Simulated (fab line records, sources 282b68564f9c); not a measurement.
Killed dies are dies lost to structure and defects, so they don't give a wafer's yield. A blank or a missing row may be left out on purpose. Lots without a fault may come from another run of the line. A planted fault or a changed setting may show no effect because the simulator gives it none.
fab line records | flow rit_cmos
record lots=5 wafers=15 last_day=7
route steps=202 shown GATE@83 M1@202
lots that met no fault: from a run of the same line without faults
start_h: hours from the record's first day to the start of the lot's first wafer shown | wait_h: hours since the lot's step before | " the same as in the row above | L1.1+2: a row that stands for several wafers | - no value, or no start given | * or withheld: withheld | < > ~ a bound
route shown NAME@n: a module of which the file shows steps, and the number in the route of the first | usual: mean/standard deviation of fault-free wafers | same: alike in all rows | chamber/n: place in a boat | sites: the reading at each site | _std_site: their standard deviation | _edge_site: outer sites' mean less inner sites' | radius_mm: how far each site lies from the wafer's centre | mask NAME#n: copy n | behind: the tool/chamber that last shaped the wafer | hold: why the lot was held/for how many hours/how that ended | device: the transistor (n, p or np) that didn't switch | end of line: the same wafers' tests at the end of the route | a step without rows: its recipe alone | killed: dies lost to structure and defects at the first sort, not the wafer's yield | map: a wafer's dies, x killed, . not, _ none there
set.NAME: the setting as run; set.NAME@STEP: as run at that earlier step | model.NAME: the simulator's own value behind a step, which no gauge read
lots at some steps of the route; a table a step, a row a wafer
services: from which hour (start_h, from the record's first day; less than 0 if before it) a tool's chamber was out of use, for how many hours, and why
## steps
# step RIT_GATE_THK_MEAS_07
# recipe reads=SiO2_of_GATE_OXIDATION_05
# usual GATE_OXIDE_THK=3.03/0.06
# columns lot.wafer tool chamber start_h wait_h GATE_OXIDE_THK[nm]
L670.2 film_metro-02 - 37.22 0.0 3.10
L670.3 " - " " 3.08
L670.5 " - " " 3.02
L675.1 film_metro-01 - 64.05 0.0 3.05
L675.2 " - " " 3.02
L675.5 " - " " 3.04
L679.4 film_metro-01 - 87.46 0.0 3.00
L679.5 " - " " 2.99
L679.6 " - " " 2.97
L685.3 film_metro-03 - 110.37 0.0 3.01
L685.5 " - " " 2.98
L685.6 " - " " 3.05
L692.1 film_metro-03 - 145.00 0.0 3.11
L692.5 " - " " 3.09
L692.6 " - " " 3.06
# step RIT_GATE_CVD_08
# recipe material=poly-Si target_thk_nm=250 temp_c=610 precursor=SiH4 time_s=2220 pressure_mtorr=300 sih4_flow_sccm=100
# step RIT_GATE_THK_MEAS_09
# recipe reads=poly-Si_of_GATE_CVD_08
# usual GATE_POLY_THK=251.2/2.5
# columns lot.wafer tool chamber start_h wait_h GATE_POLY_THK[nm]
L670.2 film_metro-02 - 38.90 0.0 250.6
L670.3 " - " " 250.2
L670.5 " - " " 249.4
L675.1 film_metro-01 - 67.45 0.0 253.8
L675.2 " - " " 254.0
L675.5 " - " " 255.5
L679.4 film_metro-01 - 89.95 0.0 254.3
L679.5 " - " " 257.4
L679.6 " - " " 258.6
L685.3 film_metro-03 - 112.05 0.0 251.1
L685.5 " - " " 252.2
L685.6 " - " " 248.7
L692.1 film_metro-01 - 146.67 0.0 253.0
L692.5 " - " " 252.8
L692.6 " - " " 251.6
# step RIT_GATE_HMDS_10
# recipe prime_time_s=60 prime_temp_c=140
# step RIT_GATE_COAT_11
# recipe resist=NOVOLAK spin_rpm=4250 resist_thk_nm=850
# step RIT_GATE_SOFTBAKE_12
# recipe resist=NOVOLAK temp_c=90 time_s=60
# step RIT_GATE_EXPOSE_13
# recipe mask_id=M6 na=0.6 source_shape=conventional sigma_outer=0.6 target_cd_nm=150 dose_mj=380
# step RIT_GATE_PEB_14
# recipe resist=NOVOLAK temp_c=withheld time_s=withheld
# step RIT_GATE_DEVELOP_15
# recipe resist=NOVOLAK develop_time_s=50 dev_temp_c=23
# step RIT_GATE_CD_MEAS_16
# recipe target_cd_nm=150
# usual cd_nm=150.5/2.8
# columns lot.wafer tool chamber start_h wait_h cd_nm
L670.2 cd_sem-02 - 39.94 - 150.5
L670.3 " - " " 152.0
L670.5 " - " " 152.8
L675.1 cd_sem-02 - 68.36 - 152.2
L675.2 " - " " 151.9
L675.5 " - " " 152.7
L679.4 cd_sem-02 - 91.08 - 147.5
L679.5 " - " " 147.4
L679.6 " - " " 146.3
L685.3 cd_sem-02 - 112.98 - 152.7
L685.5 " - " " 152.1
L685.6 " - " " 151.8
L692.1 cd_sem-01 - 147.58 - 147.1
L692.5 " - " " 147.6
L692.6 " - " " 148.8
# step RIT_GATE_OVL_MEAS_17
# usual GATE_OVL=-0.4/1.5
# columns lot.wafer tool chamber start_h wait_h GATE_OVL[nm]
L670.2 overlay-01 - 40.05 0.1 0.7
L670.3 " - " " -0.8
L670.5 " - " " -0.3
L675.1 overlay-01 - 68.48 0.1 -0.2
L675.2 " - " " 0.8
L675.5 " - " " -0.6
L679.4 overlay-01 - 91.16 0.1 1.7
L679.5 " - " " 1.2
L679.6 " - " " 0.6
L685.3 overlay-02 - 113.07 0.1 0.6
L685.5 " - " " -0.1
L685.6 " - " " 0.5
L692.1 overlay-01 - 147.70 0.1 -1.2
L692.5 " - " " 0.5
L692.6 " - " " -0.4
# step RIT_GATE_HARDBAKE_18
# recipe resist=NOVOLAK temp_c=140 time_s=60
# step RIT_GATE_ETCH_19
# recipe chemistry=SF6/CHF3/O2 time_s=165 SF6_flow_sccm=30 CHF3_flow_sccm=30 O2_flow_sccm=5 target=poly-Si pressure_mtorr=40 rf_w=160 target_depth_a=3125 over_etch_frac=0.25 stop_on=SiO2
# usual drypump_motor_current_A=5.8/0.34 oes_product_au=0.850/0.013 rf_fwd_power_W=159.3/0.49 throttle_valve_pct=10.25/0.13
# same over_etch_frac=0.25
# columns lot.wafer tool chamber start_h wait_h drypump_motor_current_A oes_product_au rf_fwd_power_W rf_hours_counter_h throttle_valve_pct model.NOVOLAK_of_GATE_COAT_11.thk_nm
L670.2 rie_si-02 1 40.23 0.1 6.0 0.840 159.5 38 10.03 674.5
L670.3 " 2 " " 5.8 0.833 159.9 114 10.10 675.5
L670.5 " 0 " " 5.9 0.872 159.6 - 10.28 675.1
L675.1 rie_si-01 3 68.67 0.1 5.0 0.853 160.0 100 10.32 671.4
L675.2 " 2 " " 5.6 0.845 158.5 136 10.14 670.8
L675.5 " 2 " " 5.6 0.850 158.9 - 10.16 671.8
L679.4 rie_si-01 0 91.32 0.1 5.9 0.871 158.7 0 10.31 676.9
L679.5 " 1 " " 6.3 0.856 160.0 - 10.23 668.1
L679.6 " 2 " " 5.6 0.850 158.1 - 10.15 675.7
L685.3 rie_si-01 3 113.24 0.1 5.0 0.845 160.3 101 10.32 674.3
L685.5 " 1 " " 6.3 0.835 159.2 - 10.22 664.9
L685.6 " 0 " " 5.9 0.849 159.3 - 10.29 689
L692.1 rie_si-02 3 147.95 0.1 5.6 0.853 159.7 3 10.50 678.8
L692.5 " 3 " " 5.6 0.853 159.9 - 10.50 679.3
L692.6 " 0 " " 5.9 0.871 159.9 - 10.28 677.3
# step RIT_GATE_STRIP_20
# recipe chemistry=O2 time_s=180 resist=NOVOLAK platen_temp_c=withheld power_w=500 pressure_mtorr=4000 o2_flow_sccm=4000
# usual drypump_motor_current_A=5.4/0.57
# columns lot.wafer tool chamber start_h wait_h drypump_motor_current_A rf_hours_counter_h
L670.2 plasma_asher-02 1 40.34 0.1 6.0 40
L670.3 " 1 " " 6.0 -
L670.5 " 1 " " 6.0 -
L675.1 plasma_asher-02 0 68.77 0.1 5.0 43
L675.2 " 1 " " 6.0 43
L675.5 " 1 " " 6.0 -
L679.4 plasma_asher-03 1 91.49 0.1 5.5 -
L679.5 " 0 " " 5.7 -
L679.6 " 1 " " 5.5 -
L685.3 plasma_asher-01 1 113.41 0.1 6.0 -
L685.5 " 1 " " 5.9 -
L685.6 " 0 " " 4.7 -
L692.1 plasma_asher-02 1 148.06 0.1 6.0 5
L692.5 " 1 " " 6.0 -
L692.6 " 0 " " 5.0 -
# step RIT_M1_PROBE_99
# columns lot.wafer tool chamber start_h wait_h model.etest.poly_comb_over_steps.over_limit model.etest.antenna_poly.vt_shift_v
L670.2 prober-02 - 60.82 0.1 0 -0.003856
L670.3 prober-02 - 60.87 0.2 0 -0.00679
L670.5 prober-02 - 60.97 0.2 0 -0.00977
L675.1 prober-02 - 88.67 0.1 0 -0.006179
L675.2 prober-02 - 88.72 0.1 0 -0.007831
L675.5 prober-02 - 88.87 0.2 0 -0.003413
L679.4 prober-02 - 112.64 0.2 0 -0.01413
L679.5 prober-02 - 112.69 0.2 0 -0.007754
L679.6 prober-02 - 112.74 0.2 0 -0.01119
L685.3 prober-02 - 134.32 0.2 0 -0.01053
L685.5 prober-02 - 134.42 0.2 0 -0.007452
L685.6 prober-02 - 134.47 0.2 1 0.002646
L692.1 prober-01 - 169.36 0.1 0 -0.006865
L692.5 prober-01 - 169.56 0.2 0 -0.007182
L692.6 prober-01 - 169.61 0.2 0 -0.01226
# killed by level:class
L670.2 GATE:geometric_particle:short=2 GATE:geometric_particle:open=2 FOX2:geometric_particle:short=1 SPACER:geometric_particle:open=1 SILICIDE:geometric_particle:short=1
L670.3 GATE:geometric_particle:short=2 FOX2:geometric_particle:short=1 FOX2:geometric_particle:open=1 GATE:geometric_particle:open=1
L670.5 GATE:geometric_particle:short=2 GATE:geometric_particle:open=2 FOX1:geometric_particle:short=1 FOX2:geometric_particle:short=1 REOX:geometric_particle:short=1 SPACER:geometric_particle:open=1
L675.1 SPACER:geometric_particle:open=2 SILICIDE:geometric_particle:open=2 GATE:geometric_particle:open=1
L675.2 GATE:geometric_particle:open=2 GATE:geometric_particle:short=2 FOX1:geometric_particle:short=1
L675.5 FOX1:geometric_particle:short=3 GATE:geometric_particle:open=3 FOX1:geometric_particle:open=1 FOX2:geometric_particle:open=1 GATE:geometric_particle:short=1 SPACER:geometric_particle:open=1 SILICIDE:geometric_particle:open=1
L679.4 GATE:geometric_particle:open=2 FOX1:geometric_particle:open=1 FOX1:geometric_particle:short=1 SILICIDE:geometric_particle:open=1
L679.5 GATE:geometric_particle:short=2 REOX:geometric_particle:open=2 SPACER:geometric_particle:open=1 SPACER:geometric_particle:short=1 SILICIDE:geometric_particle:short=1 SILICIDE:geometric_particle:open=1 CONTACT:geometric_particle:short=1
L679.6 GATE:geometric_particle:open=1
L692.1 SILICIDE:geometric_particle:open=3 GATE:geometric_particle:open=2 GATE:geometric_particle:short=1 REOX:geometric_particle:open=1 SPACER:geometric_particle:short=1 SPACER:geometric_particle:open=1
L692.5 SILICIDE:geometric_particle:short=2 SILICIDE:geometric_particle:open=2 FOX1:geometric_particle:open=1 FOX2:geometric_particle:open=1 FOX2:geometric_particle:short=1
L692.6 GATE:geometric_particle:short=2 FOX1:geometric_particle:open=1 GATE:geometric_particle:open=1 SILICIDE:geometric_particle:short=1 SILICIDE:geometric_particle:open=1 CONTACT:geometric_particle:open=1 NWELL:coat_microbubble_printed=1
## services
# columns tool chamber start_h hours kind
rie_si-02 - 19.94 0.2 repair
rie_si-01 1 93.98 13.3 repair
plasma_asher-03 - 107.97 28.1 pm
plasma_asher-02 - 108.75 9.0 pm
plasma_asher-02 0 108.75 9.0 vent_cycle
plasma_asher-02 1 108.75 9.0 vent_cycle
plasma_asher-02 0 117.75 - clean
plasma_asher-02 1 117.75 - clean
plasma_asher-03 - 136.07 14.6 pm
rie_si-01 3 139.90 6.4 repair
## key
first_sign none at tools or gauges
model_effect step=RIT_GATE_ETCH_19 value=NOVOLAK_of_GATE_COAT_11.thk_nm without=674.1 struck=689
model_effect step=RIT_M1_PROBE_99 value=etest.poly_comb_over_steps.over_limit without=0 struck=1
met_at RIT_GATE_ETCH_19
struck_wafers L685.6
sort_left_out L685.6
tester_left_out L685
onset_between 91.32 113.24
fault kind=process_parameter_drift tool=rie_si-01 chamber=0 onset_h=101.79 steps=RIT_GATE_ETCH_19 channel=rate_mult offset=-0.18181 shape=step end_h=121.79
# tester_left_out: of these lots the tester's yield and bins aren't shown, on N5 and GAA mostly nor the transistor test; their killed dies are dies lost to structure and defects alone, not to doping, threshold or leakage, so they don't give the yield
# sort_left_out: the simulated sort isn't trusted on such a fault, so these wafers' sort isn't shown, and their yield isn't known
